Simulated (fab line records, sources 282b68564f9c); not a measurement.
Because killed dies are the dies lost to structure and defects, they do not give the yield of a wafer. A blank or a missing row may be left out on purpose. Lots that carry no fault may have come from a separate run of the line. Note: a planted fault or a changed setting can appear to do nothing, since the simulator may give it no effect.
Problem report in the 8D (eight disciplines) form, filled by code :: flow rit cmos :: the parts of the form that need people (team, actions taken, sign-off) are left out

== 1. THE PROBLEM ==
At RIT_ACTIVE_SOFTBAKE_07, run length s averages 75.43 s over 6 wafers from 2 lots, while fault-free wafers read 89.04 s, standard deviation 0.2. That puts it -68 standard deviations away from the usual mean.
The step: time 60 s.
The first sign was on wafer L588.4 at day 3 05:58, on litho track-01. The record holds 18 wafers of 6 lots with a number at this step. By rule, "out" or "out of limits" means more than 4 standard deviations away from the usual mean. Any other wafer with a number is counted as sound.

== 2. WHAT IT IS; WHAT IT IS NOT ==
question: which readings at this step
is: run length s, heater power total W
is not: -

question: which lots
is: L588, L591
is not: L583, L585, L600, L602

question: which wafers of those lots
is: all that have a number
is not: -

question: read on which tools
is: litho track-01
is not: litho track-02, litho track-04

question: when
is: from day 3 05:58
is not: up to then (6 sound wafers); but 6 sound wafers of L600, L602 came after

== 3. WHAT RULES OUT EACH SUSPECT ==
Counting: a tool stays on the suspect list if, at a process step up to the reading, it processed all lots that are out and no sound lot following the first of them.
- litho track-01 at RIT_ACTIVE_SOFTBAKE_07 (time 60 s): kept. It processed each lot that is out, first L588 at day 3 05:58, and no sound lot thereafter; up to then, the last sound lot it processed was L583 at day 2 05:49. Out on those wafers are its own readings of heater power total W, run length s.
Left after counting: litho track-01 at RIT_ACTIVE_SOFTBAKE_07.

== 4. THE CAUSE (what the simulator had put in) ==
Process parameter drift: litho track-01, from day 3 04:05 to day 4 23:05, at RIT_ACTIVE_SOFTBAKE_07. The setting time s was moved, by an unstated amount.
Counting left only this tool.

== 5. SEQUENCE OF EFFECTS, ordered by route ==
One row per reading whose mean, taken over the struck wafers that have a number, lies over 3 standard deviations from the usual. Scope: only readings with a usual standard deviation given in the record; hours: median across lots of the time from each lot's start at the first step in this table that gives one to its start at this step; sigmas: change in usual standard deviations.
hours: 0
step: RIT_ACTIVE_SOFTBAKE_07
reading: heater power total W
usual: 34.56 W
on struck wafers: 37.18
change: +2.62
sigmas: +55

hours: 0
step: RIT_ACTIVE_SOFTBAKE_07
reading: run length s
usual: 89.04 s
on struck wafers: 75.43
change: -13.61
sigmas: -68
Here are the process steps it includes:
- RIT_ACTIVE_SOFTBAKE_07: time 60 s.
Readings that are blank on the struck wafers while sound wafers have them: plate temp C at RIT_ACTIVE_SOFTBAKE_07.
Later measuring or inspecting steps at which every struck wafer that the step has a row for has a number for every such reading, and none has moved that far: RIT_ACTIVE_CD_MEAS_11.

== 6. WHAT WOULD HAVE CAUGHT IT SOONER ==
In this record the first reading out of limits was taken at day 3 05:58, 2 hours after the fault began at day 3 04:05.
